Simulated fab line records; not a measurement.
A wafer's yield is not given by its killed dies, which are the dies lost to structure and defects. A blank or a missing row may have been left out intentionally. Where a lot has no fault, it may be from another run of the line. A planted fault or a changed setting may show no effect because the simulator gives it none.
Check for tools in common	flow rit cmos	Lots sampled 12, wafers sampled 36

THE REASON FOR OPENING IT
At RIT_NWELL_TW_MEAS_10 the reading NWELL_TW is flagged on 2 of 12 lots. Wafers without a fault read 2163, standard deviation 10.
Rule: a lot is flagged when every wafer of it that has a number lies more than 4 standard deviations from that mean, or none has a number. The other lots count as sound.

lot	measured	on	NWELL_TW, wafer by wafer	flag
L886	day 1 21:22	film metro-04	2148 2151 2155	
L887	day 2 04:01	film metro-02	2166 2161 2168	
L888	day 2 07:46	film metro-03	2170 2159 2159	
L889	day 2 14:28	film metro-02	2181 2168 2174	
L890	day 2 17:06	film metro-02	2157 2155 2162	
L895	day 3 18:43	film metro-03	2168 2176 2173	
L896	day 3 22:58	film metro-03	2011 2031 2027	FLAGGED
L898	day 4 08:49	film metro-02	2003 2005 1998	FLAGGED
L905	day 5 20:58	film metro-03	2172 2174 2173	
L906	day 6 01:56	film metro-03	2170 2171 2178	
L908	day 6 10:59	film metro-04	2156 2161 2169	
L909	day 6 17:26	film metro-02	2161 2152 2162	
On average the flagged lots' numbers are 2012, which is -150 against the usual, or -15 standard deviations.

WHICH TOOL RAN EACH LOT
The record holds 1 process step before the reading, out of a route of 202 steps. Every cell lists first the tool, next ch and the chambers used by the sampled wafers, and last the start.
lot	flag	RIT_NWELL_IMPLANT_08
L886		implanter-02 ch 0, day 1 21:02
L887		implanter-01 ch 0, day 2 03:41
L888		implanter-01 ch 0, day 2 07:28
L889		implanter-01 ch 0, day 2 14:08
L890		implanter-02 ch 0, day 2 16:46
L895		implanter-03 ch 0, day 3 18:23
L896	FLAGGED	implanter-01 ch 0, day 3 22:40
L898	FLAGGED	implanter-01 ch 0, day 4 08:31
L905		implanter-03 ch 0, day 5 20:38
L906		implanter-02 ch 0, day 6 01:37
L908		implanter-03 ch 0, day 6 10:39
L909		implanter-01 ch 0, day 6 17:08
What the steps here do:
- RIT_NWELL_IMPLANT_08
- RIT_NWELL_TW_MEAS_10

FLAGGED AGAINST TOTAL, ONE TOOL AT A TIME (gauges that did the reading follow at the end)
step	tool	lots run	flagged	share of the flagged lots	sound lots run after its first flagged lot
RIT_NWELL_IMPLANT_08	implanter-01	6	2	all	1 (L909)
RIT_NWELL_IMPLANT_08	implanter-02	3	0	none	-
RIT_NWELL_IMPLANT_08	implanter-03	3	0	none	-
RIT_NWELL_TW_MEAS_10	film metro-02	5	1	some	1 (L909)
RIT_NWELL_TW_MEAS_10	film metro-03	5	1	some	2 (L905,L906)
RIT_NWELL_TW_MEAS_10	film metro-04	2	0	none	-

THE TABLE: WHAT IT ALLOWS
Rows of the table that ran each flagged lot: 1, that is implanter-01 at RIT_NWELL_IMPLANT_08.
- implanter-01 at RIT_NWELL_IMPLANT_08 ran 6 lots, 2 of them flagged. Lots that were sound ran on it after the first flagged one (L909); a persistent fault on the entire tool would not allow that. Its own readings lie more than 4 standard deviations out on every wafer of the flagged lots: beam on s, faraday current uA.
There is no row in the table that ran each flagged lot and no sound lot after the first.

WHAT THE SIMULATOR HAD PUT IN
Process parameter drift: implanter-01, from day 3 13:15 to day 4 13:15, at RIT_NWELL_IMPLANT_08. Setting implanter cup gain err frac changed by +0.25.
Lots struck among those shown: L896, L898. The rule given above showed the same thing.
